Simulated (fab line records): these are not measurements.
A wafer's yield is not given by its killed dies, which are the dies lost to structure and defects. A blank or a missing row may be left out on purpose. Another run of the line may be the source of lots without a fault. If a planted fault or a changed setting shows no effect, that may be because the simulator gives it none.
Which tool did it? ; flow rit cmos ; 14 lots, 42 wafers sampled, at 6 steps of a route of 202

WHAT THE GAUGES SHOWED, per wafer
RIT_PWELL_OVL_MEAS_06. Usual: PWELL_OVL typically reads 0.7 nm, with standard deviation 1.4.
lot;measured;on;PWELL_OVL (nm);flag
L707;day 1 22:16;overlay-02;0.9 1.6 -0.5;
L708;day 2 02:57;overlay-01;2.6 3.7 1.4;
L709;day 2 07:41;overlay-02;1.0 -1.1 0.4;
L710;day 2 13:12;overlay-02;1.6 1.1 1.4;
L711;day 2 19:04;overlay-02;-1.0 0.6 -0.5;
L713;day 3 05:53;overlay-01;2.6 2.0 2.4;
L714;day 3 10:46;overlay-01;-0.3 1.3 -0.2;
L715;day 3 14:08;overlay-01;1.4 1.0 -1.5;
L716;day 3 21:19;overlay-01;-0.3 1.2 1.2;
L717;day 4 02:18;overlay-02;1.6 -0.5 0.3;
L725;day 5 16:37;overlay-02;0.5 1.7 0.9;
L726;day 5 21:38;overlay-02;2.0 2.9 3.3;
L727;day 6 02:35;overlay-02;1.8 0.2 0.3;
L730;day 6 16:58;overlay-01;1.8 0.9 1.5;

RIT_SPACER_THK_MEAS_04. Usual: SPACER_NITRIDE_THK typically reads 249.3 nm, with standard deviation 2.7.
lot;measured;on;SPACER_NITRIDE_THK (nm);flag
L707;day 2 23:17;film metro-02;248.4 246.0 248.8;
L708;day 3 03:33;film metro-03;247.6 248.2 247.1;
L709;day 3 07:15;film metro-04;247.7 248.3 249.3;
L710;day 3 13:01;film metro-04;247.6 248.6 247.6;
L711;day 3 19:04;film metro-02;251.5 250.7 251.7;
L713;day 4 10:58;film metro-02;255.3 253.6 255.4;
L714;day 4 11:19;film metro-03;246.8 246.6 247.5;
L715;day 4 15:24;film metro-03;250.0 249.0 251.1;
L716;day 4 23:27;film metro-04;250.1 250.1 250.2;
L717;day 5 01:49;film metro-04;253.2 250.7 251.7;
L725;day 6 16:52;film metro-03;250.0 250.1 246.6;
L726;day 6 21:31;film metro-04;234.2 233.4 234.9;OFF
L727;day 7 01:31;film metro-04;233.7 233.5 234.1;OFF
L730;day 7 17:11;film metro-02;247.5 245.9 247.1;

RIT_M1_BOW_MEAS_16. Usual: M1_BOW typically reads 17 um, with standard deviation 6.4.
lot;measured;on;M1_BOW (um);flag
L707;day 3 10:31;film metro-02;13 24 14;
L708;day 3 17:13;film metro-01;31 1 13;
L709;day 3 19:22;film metro-03;2 16 9;
L710;day 4 00:43;film metro-02;20 23 21;
L711;day 4 06:11;film metro-01;15 12 13;
L713;day 4 22:20;film metro-03;12 15 11;
L714;day 4 23:08;film metro-01;22 26 25;
L715;day 5 02:41;film metro-01;17 16 9;
L716;day 5 10:30;film metro-01;22 20 9;
L717;day 5 13:05;film metro-01;22 18 21;
L725;day 7 03:47;film metro-02;18 25 28;
L726;day 7 08:47;film metro-02;15 16 17;
L727;day 7 12:22;film metro-01;20 17 10;
L730;day 8 04:16;film metro-03;18 11 19;

TOOL THAT RAN EACH LOT (tool first, then ch and the chambers of the sampled wafers, then the start)
lot;RIT_SPACER_CVD_03;RIT_SPACER_ETCHBACK_05;RIT_M1_STRIP_14
L707;lpcvd-01 ch 1, day 2 21:22;rie diel-03 ch 0,2,3, day 2 23:20;plasma asher-04 ch 0,1, day 3 08:17
L708;lpcvd-02 ch 0, day 3 01:38;rie diel-04 ch 0,2, day 3 03:37;plasma asher-04 ch 0,1, day 3 12:32
L709;lpcvd-02 ch 0, day 3 05:19;rie diel-04 ch 1,2,3, day 3 07:17;plasma asher-01 ch 0,1, day 3 16:42
L710;lpcvd-01 ch 0, day 3 11:05;rie diel-03 ch 2,3, day 3 13:04;plasma asher-01 ch 1, day 3 22:12
L711;lpcvd-01 ch 1, day 3 17:09;rie diel-01 ch 1,2,3, day 3 19:07;plasma asher-01 ch 0,1, day 4 03:59
L713;lpcvd-01 ch 0, day 4 09:02;rie diel-01 ch 0,1,3, day 4 11:01;plasma asher-02 ch 0,1, day 4 20:31
L714;lpcvd-02 ch 0, day 4 09:23;rie diel-04 ch 0,1,3, day 4 11:22;plasma asher-04 ch 0,1, day 4 20:42
L715;lpcvd-01 ch 1, day 4 13:27;rie diel-01 ch 0,2,3, day 4 15:26;plasma asher-04 ch 0,1, day 5 00:53
L716;lpcvd-02 ch 0, day 4 21:32;rie diel-04 ch 0,2,3, day 4 23:31;plasma asher-02 ch 0,1, day 5 08:42
L717;lpcvd-01 ch 0, day 4 23:54;rie diel-03 ch 0,1,3, day 5 01:53;plasma asher-02 ch 0,1, day 5 11:17
L725;lpcvd-02 ch 0, day 6 14:56;rie diel-03 ch 2,3, day 6 16:55;plasma asher-02 ch 0,1, day 7 01:58
L726;lpcvd-02 ch 0, day 6 19:34;rie diel-04 ch 1,2,3, day 6 21:33;plasma asher-01 ch 0,1, day 7 06:59
L727;lpcvd-02 ch 1, day 6 23:35;rie diel-04 ch 0,2,3, day 7 01:34;plasma asher-01 ch 0,1, day 7 10:34
L730;lpcvd-01 ch 0, day 7 15:16;rie diel-01 ch 1,2,3, day 7 17:15;plasma asher-01 ch 0,1, day 8 02:29
- RIT_SPACER_CVD_03: deposits Si3N4 from SiH2Cl2/NH3, target thk 250 nm, time 3300 s.
- RIT_SPACER_ETCHBACK_05: etches Si3N4 in SF6/CHF3, stops on SiO2, target depth 250 nm, time 240 s.
- RIT_M1_STRIP_14: strips in O2, time 180 s.

AS READ BY THE TOOLS THEMSELVES (means over the sampled wafers that have a number; for cases with no such wafer, the mark the record gives instead)
RIT_SPACER_ETCHBACK_05. Usual: drypump motor current A 5.7 A, standard deviation 0.37; oes product au 0.840 a.u., standard deviation 0.014; throttle valve pct 10.27 %, standard deviation 0.16.
lot;tool;drypump motor current A (A);oes product au (a.u.);throttle valve pct (%);flag
L707;rie diel-03;6.0;0.842;10.32;
L708;rie diel-04;5.7;0.835;10.33;
L709;rie diel-04;5.6;0.836;10.30;
L710;rie diel-03;6.2;0.849;10.38;
L711;rie diel-01;5.5;0.846;10.30;
L713;rie diel-01;5.7;0.849;10.44;
L714;rie diel-04;5.5;0.834;10.21;
L715;rie diel-01;5.9;0.838;10.31;
L716;rie diel-04;5.6;0.834;10.26;
L717;rie diel-03;5.7;0.846;10.15;
L725;rie diel-03;6.2;0.847;10.38;
L726;rie diel-04;5.6;0.799;10.29;
L727;rie diel-04;5.6;0.798;10.24;
L730;rie diel-01;5.5;0.834;10.30;

RIT_M1_STRIP_14. Usual: drypump motor current A 6.0 A, standard deviation 0.41; rf refl power W 7.4 W, standard deviation 1.3.
lot;tool;drypump motor current A (A);rf refl power W (W);flag
L707;plasma asher-04;5.9;8.5;
L708;plasma asher-04;5.9;8.5;
L709;plasma asher-01;6.1;7.9;
L710;plasma asher-01;6.1;8.2;
L711;plasma asher-01;6.1;7.8;
L713;plasma asher-02;5.9;6.8;
L714;plasma asher-04;5.9;8.6;
L715;plasma asher-04;6.4;8.3;
L716;plasma asher-02;5.9;7.0;
L717;plasma asher-02;5.9;7.1;
L725;plasma asher-02;5.9;7.1;
L726;plasma asher-01;6.0;7.5;
L727;plasma asher-01;6.0;8.0;
L730;plasma asher-01;6.1;7.7;

THE ANSWER, worked out from the rows above alone
Rule: take the mean of a lot's wafers that have a number; if it is more than 3 standard deviations from the usual mean, the lot is off. Also off: a lot with no number at a reading for which 4 or more lots have one. Where the step has rows for the other lots, those lots are counted as sound. First the gauges in route order, then the tools' own readings, where a lot's mean is used as printed above. The first step at which some lot is off is used, and at that step the reading that is off furthest; a lot without a number counts as furthest.
Off: at RIT_SPACER_THK_MEAS_04 (SPACER_NITRIDE_THK), L726, L727.
A tool fits if, at a process step before that reading, it ran every lot that is off, and no sound lot after the first of them. Gauges at RIT_SPACER_THK_MEAS_04: tried the same way as those tools. 2 tools fit, lpcvd-02 at RIT_SPACER_CVD_03 and film metro-04 at RIT_SPACER_THK_MEAS_04, so this cannot tell which one it is.

WHAT HAD BEEN PUT IN BY THE SIMULATOR
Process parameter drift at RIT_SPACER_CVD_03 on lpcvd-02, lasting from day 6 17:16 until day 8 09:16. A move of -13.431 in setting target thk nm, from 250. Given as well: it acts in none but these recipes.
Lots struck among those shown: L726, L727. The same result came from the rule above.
